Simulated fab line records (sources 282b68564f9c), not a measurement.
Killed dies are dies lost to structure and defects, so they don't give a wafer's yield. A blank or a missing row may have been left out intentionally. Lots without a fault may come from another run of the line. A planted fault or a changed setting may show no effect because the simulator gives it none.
A lot that was struck, set against a sound lot || flow rit-cmos || 21 steps out of a route of 202
Sound: the wafers L677.1, L677.2, L677.4. Struck: wafers L685.1, L685.2, L685.6. Last of all comes the cause.
Order at every step that has rows: each side's tool, ch and its chambers, its first start. Under that, the readings that differ: sound wafers || struck wafers || difference of the means || sigmas: that difference in standard deviations of wafers without a fault.
alike: same words and numbers on both sides, and readings whose means sit less than 2 such deviations apart. not compared: any withheld reading, any reading some wafer has no value for, any bound like >300 that may hide the same value, and any number with overlapping values for which the record gives no deviation.
A row with sigmas, a row that says differs or no value, or rows on one side alone: a step with any of these is where the two part. When numbers do not overlap yet have no deviation, they are printed without sigmas and do not part them. A reading that every wafer of one side lacks parts them only if that side has two wafers or more.

first, 3 steps without rows for these wafers: RIT_PWELL_EXPOSE_03 (exposes mask M3, target cd 43700 nm); RIT_PWELL_PEB_04; RIT_PWELL_DEVELOP_05 (develop time 68 s).
RIT_PWELL_OVL_MEAS_06:
  sound on overlay-02, day 2 03:26; struck on overlay-01, day 3 21:25
  alike: PWELL_OVL
then, 2 steps without rows for these wafers: RIT_PWELL_HARDBAKE_07 (time 120 s); RIT_PWELL_IMPLANT_08.
RIT_PWELL_STRIP_09: strips in O2, time 180 s.
  sound on plasma-asher-03 ch 0,1, day 2 03:52; struck on plasma-asher-01 ch 0,1, day 3 21:50
  alike: drypump-motor-current-A
  not compared: rf-hours-counter-h
RIT_PWELL_TW_MEAS_10:
  sound on film-metro-02, day 2 04:03; struck on film-metro-01, day 3 22:01
{"reading": "PWELL_TW", "sound": "933 925 929", "struck": "952 959 957", "difference": "+27", "sigmas": "+3"}
then, 1 step without rows for these wafers: RIT_WELLDRIVE_ANNEAL_00 (time 14700 s).
RIT_WELLDRIVE_RS_MEAS_01: measurement is done with a four-point probe.
  sound on film-metro-01, day 2 09:31; struck on film-metro-01, day 4 03:24
  alike: NWELL_RS
RIT_WELLDRIVE_RS_MEAS_02: measurement is done with a four-point probe.
  sound on film-metro-01, day 2 09:38; struck on film-metro-01, day 4 03:31
  alike: PWELL_RS
then, 1 step without rows for these wafers: RIT_NRETRO_HMDS_00 (prime time 60 s).
RIT_NRETRO_COAT_01: resist thk 1300 nm.
  sound on litho-track-03 ch 0, day 2 09:55; struck on litho-track-02 ch 0, day 4 03:47
{"reading": "model.NOVOLAK_of_NRETRO_COAT_01.thk-nm (nm)", "sound": "1301 1301 1299", "struck": "1402 1401 1402", "difference": "+101", "sigmas": ""}
then, 4 steps without rows for these wafers: RIT_NRETRO_SOFTBAKE_02 (time 60 s); RIT_NRETRO_EXPOSE_03 (exposes mask M4, target cd 43900 nm); RIT_NRETRO_PEB_04; RIT_NRETRO_DEVELOP_05 (develop time 68 s).
RIT_NRETRO_OVL_MEAS_06:
  sound on overlay-01, day 2 10:46; struck on overlay-01, day 4 04:39
  alike: NRETRO_OVL
RIT_NRETRO_HARDBAKE_07: time 120 s.
  sound on litho-track-03 ch 0, day 2 10:48; struck on litho-track-04 ch 0, day 4 04:41
{"reading": "model.NOVOLAK_of_NRETRO_COAT_01.thk-nm (nm)", "sound": "1138 1137 1136", "struck": "1225 1224 1224", "difference": "+87", "sigmas": ""}
then, 2 steps without rows for these wafers: RIT_NRETRO_IMPLANT_08; RIT_M1_PROBE_99.

== WHERE THEY PART ==
Only at RIT_PWELL_TW_MEAS_10, as far as this record shows. Later steps at which nothing parts them and some readings are alike: RIT_WELLDRIVE_RS_MEAS_01, RIT_WELLDRIVE_RS_MEAS_02, RIT_NRETRO_OVL_MEAS_06.

WHY: what the simulator had put in
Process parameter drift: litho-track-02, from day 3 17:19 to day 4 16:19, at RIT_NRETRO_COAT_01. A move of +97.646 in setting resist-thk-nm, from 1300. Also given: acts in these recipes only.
